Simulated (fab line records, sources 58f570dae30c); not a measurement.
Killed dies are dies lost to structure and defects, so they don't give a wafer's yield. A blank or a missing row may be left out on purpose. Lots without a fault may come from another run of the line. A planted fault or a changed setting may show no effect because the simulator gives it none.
Split-lot experiment | flow berkeley_cmos170 | 5 lots, 23 wafers read, on a route of 331 steps

THE SPLIT
At UCB170_ZERO_COAT_01 (resist thk 900 nm), the setting spin_rpm was moved away from the recipe's 1500 rpm on 6 of the 23 wafers read, by -4.2% to +6.9%. The other wafers ran this setting at the recipe's value.

The reading is taken at the split's own step.

THE READING
KrF_of_ZERO_COAT_01.thk_nm (the simulator's own value, which no gauge read), in nm, at UCB170_ZERO_COAT_01 (resist thk 900 nm). The file gives no usual value for it. The 17 wafers here that ran the recipe average 900.5 nm, standard deviation 2.1 nm.

wafer  | tool, chamber at the split | spin_rpm as run, rpm | against the recipe | KrF_of_ZERO_COAT_01.thk_nm, nm | against lot-mates on the recipe
L076.1 | litho_track-04, 0          | 1500                 | recipe             | 898.7                          | -
L076.3 | litho_track-04, 0          | 1500                 | recipe             | 896.6                          | -
L076.4 | litho_track-04, 0          | 1500                 | recipe             | 900.5                          | -
L076.5 | litho_track-04, 0          | 1500                 | recipe             | 896                            | -
L076.6 | litho_track-04, 0          | 1500                 | recipe             | 897.2                          | -
L075.2 | litho_track-01, 0          | 1500                 | recipe             | 899.5                          | -
L075.3 | litho_track-01, 0          | 1437                 | -4.2%              | 922.5                          | +21.8
L075.4 | litho_track-01, 0          | 1500                 | recipe             | 901.9                          | -
L075.5 | litho_track-01, 0          | 1437                 | -4.2%              | 920.7                          | +20.0
L075.6 | litho_track-01, 0          | 1437                 | -4.2%              | 922.2                          | +21.5
L077.1 | litho_track-04, 0          | 1500                 | recipe             | 902.5                          | -
L077.2 | litho_track-04, 0          | 1500                 | recipe             | 902.4                          | -
L077.3 | litho_track-04, 0          | 1500                 | recipe             | 902.9                          | -
L077.4 | litho_track-04, 0          | 1500                 | recipe             | 901.7                          | -
L077.6 | litho_track-04, 0          | 1500                 | recipe             | 900.2                          | -
L078.1 | litho_track-03, 0          | 1604                 | +6.9%              | 873.2                          | -29.0
L078.2 | litho_track-03, 0          | 1604                 | +6.9%              | 873                            | -29.2
L078.4 | litho_track-03, 0          | 1604                 | +6.9%              | 874.3                          | -28.0
L078.5 | litho_track-03, 0          | 1500                 | recipe             | 901.9                          | -
L078.6 | litho_track-03, 0          | 1500                 | recipe             | 902.6                          | -
L085.3 | litho_track-01, 0          | 1500                 | recipe             | 899.9                          | -
L085.4 | litho_track-01, 0          | 1500                 | recipe             | 902                            | -
L085.5 | litho_track-01, 0          | 1500                 | recipe             | 901.5                          | -

THE FIT
A straight line over all 23 wafers: KrF_of_ZERO_COAT_01.thk_nm changes by -4.24 nm for each +1% of spin_rpm; r = -0.98; the points scatter about the line by 2.4 nm.
The same after taking each lot's own level away (the mean of its wafers on the recipe; 23 wafers): -4.41 nm for each +1%; r = -0.99; scatter 1.5 nm.
On that fit, the largest move of spin_rpm shifts the reading by 31 nm.
The lots' own levels span 897.80 to 902.25 nm, that is 2.1 times the standard deviation above.
So the lot-to-lot level changes the slope little: the two slopes agree.
Check: with one of the wafers moved furthest among these (+6.9%) left out of the fit, the line predicts -30.3 nm for it against its lot-mates. It came out at -29 nm against them.

THE WHOLE CHAIN: every reading that the file lists as answering this split, in the file's order
step                 | what it does      | reading                                                                     | change (the file's fit)              | r (the file's)
UCB170_ZERO_COAT_01  | resist thk 900 nm | KrF_of_ZERO_COAT_01.thk_nm (the simulator's own value, which no gauge read) | -4.38 nm for each +1% of the setting | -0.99
UCB170_ZERO_STRIP_07 | strips in O2      | strip_time_to_endpoint_s                                                    | withheld for each +1% of the setting | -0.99

THE FILE'S OWN FIT
KrF_of_ZERO_COAT_01.thk_nm changes by -4.38 nm for each +1% of spin_rpm, r = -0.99.
